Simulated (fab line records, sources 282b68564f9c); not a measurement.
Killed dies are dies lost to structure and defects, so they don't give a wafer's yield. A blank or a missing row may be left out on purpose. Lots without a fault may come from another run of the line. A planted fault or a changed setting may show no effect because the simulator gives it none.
fab line records | flow rit_cmos
record lots=15 wafers=45 last_day=7
route steps=202 shown PLDD@118
lots that met no fault: from a run of the same line without faults
start_h: hours from the record's first day to the start of the lot's first wafer shown | wait_h: hours since the lot's step before | " the same as in the row above | L1.1+2: a row that stands for several wafers | - no value, or no start given | * or withheld: withheld | < > ~ a bound
route shown NAME@n: a module of which the file shows steps, and the number in the route of the first | usual: mean/standard deviation of fault-free wafers | same: alike in all rows | chamber/n: place in a boat | sites: the reading at each site | _std_site: their standard deviation | _edge_site: outer sites' mean less inner sites' | radius_mm: how far each site lies from the wafer's centre | mask NAME#n: copy n | behind: the tool/chamber that last shaped the wafer | hold: why the lot was held/for how many hours/how that ended | device: the transistor (n, p or np) that didn't switch | end of line: the same wafers' tests at the end of the route | a step without rows: its recipe alone | killed: dies lost to structure and defects at the first sort, not the wafer's yield | map: a wafer's dies, x killed, . not, _ none there
set.NAME: the setting as run; set.NAME@STEP: as run at that earlier step | model.NAME: the simulator's own value behind a step, which no gauge read
steps of the route over a sample of lots; a table a step, a row a wafer
## steps
# step RIT_PLDD_PEB_04
# recipe resist=NOVOLAK temp_c=withheld time_s=withheld
# usual chill_plate_temp_C=* exhaust_pa=45.1/0.95
# columns lot.wafer tool chamber start_h wait_h chill_plate_temp_C exhaust_pa
L285.1 litho_track-02 0 48.57 0.1 * 43.8
L285.2 " 0 " " * 44.8
L285.5 " 0 " " * 45.4
L286.1 litho_track-01 0 54.02 0.1 * 44.7
L286.2 " 0 " " * 44.8
L286.5 " 0 " " * 46.2
L288.2 litho_track-02 0 63.68 0.1 * 45.3
L288.4 " 0 " " * 45.9
L288.5 " 0 " " * 45.8
L289.2 litho_track-02 0 70.99 0.1 * 45.6
L289.5 " 0 " " * 45.3
L289.6 " 0 " " * 45.3
L290.1 litho_track-04 0 72.70 0.1 * 44.0
L290.3 " 0 " " * 44.1
L290.4 " 0 " " * 44.6
L291.1 litho_track-02 0 78.16 0.1 * 44.2
L291.2 " 0 " " * 44.3
L291.5 " 0 " " * 45.2
L293.1 litho_track-04 0 93.56 0.1 * 46.8
L293.4 " 0 " " * 44.1
L293.6 " 0 " " * 43.9
L296.1 litho_track-04 - 103.60 0.1 - -
L296.4 " - " " - -
L296.5 " - " " - -
L297.4 litho_track-02 - 109.67 0.1 - -
L297.5 " - " " - -
L297.6 " - " " - -
L298.1 litho_track-02 - 119.56 0.1 - -
L298.2 " - " " - -
L298.4 " - " " - -
L301.1 litho_track-04 0 129.68 0.1 * 46.5
L301.2 " 0 " " * 45.5
L301.6 " 0 " " * 46.5
L303.2 litho_track-01 0 139.27 0.1 * 45.8
L303.3 " 0 " " * 45.4
L303.6 " 0 " " * 45.2
L304.4 litho_track-01 0 142.88 0.1 * 45.4
L304.5 " 0 " " * 45.9
L304.6 " 0 " " * 45.3
L305.1 litho_track-01 0 148.21 0.1 * 45.2
L305.5 " 0 " " * 44.2
L305.6 " 0 " " * 44.8
L307.1 litho_track-01 0 158.16 0.1 * 45.8
L307.2 " 0 " " * 45.2
L307.3 " 0 " " * 45.8
## key
first_sign step=RIT_PLDD_PEB_04 reading=tool_record direction=missing
effect none on later readings
met_at RIT_PLDD_PEB_04
struck_lots L296,L297,L298
sort_left_out L296.1,L296.4,L296.5,L297.4,L297.5,L297.6,L298.1,L298.2,L298.4
tester_left_out L296,L297,L298
onset_between 93.56 103.60
fault kind=skipped_step_whole tool=litho_track-02,litho_track-04 chamber=- onset_h=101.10 steps=RIT_PLDD_PEB_04 scope=struck_lots_only
# tester_left_out: of these lots the tester's yield and bins aren't shown, on N5 and GAA mostly nor the transistor test; their killed dies are dies lost to structure and defects alone, not to doping, threshold or leakage, so they don't give the yield
# sort_left_out: the simulated sort isn't trusted on such a fault, so these wafers' sort isn't shown, and their yield isn't known
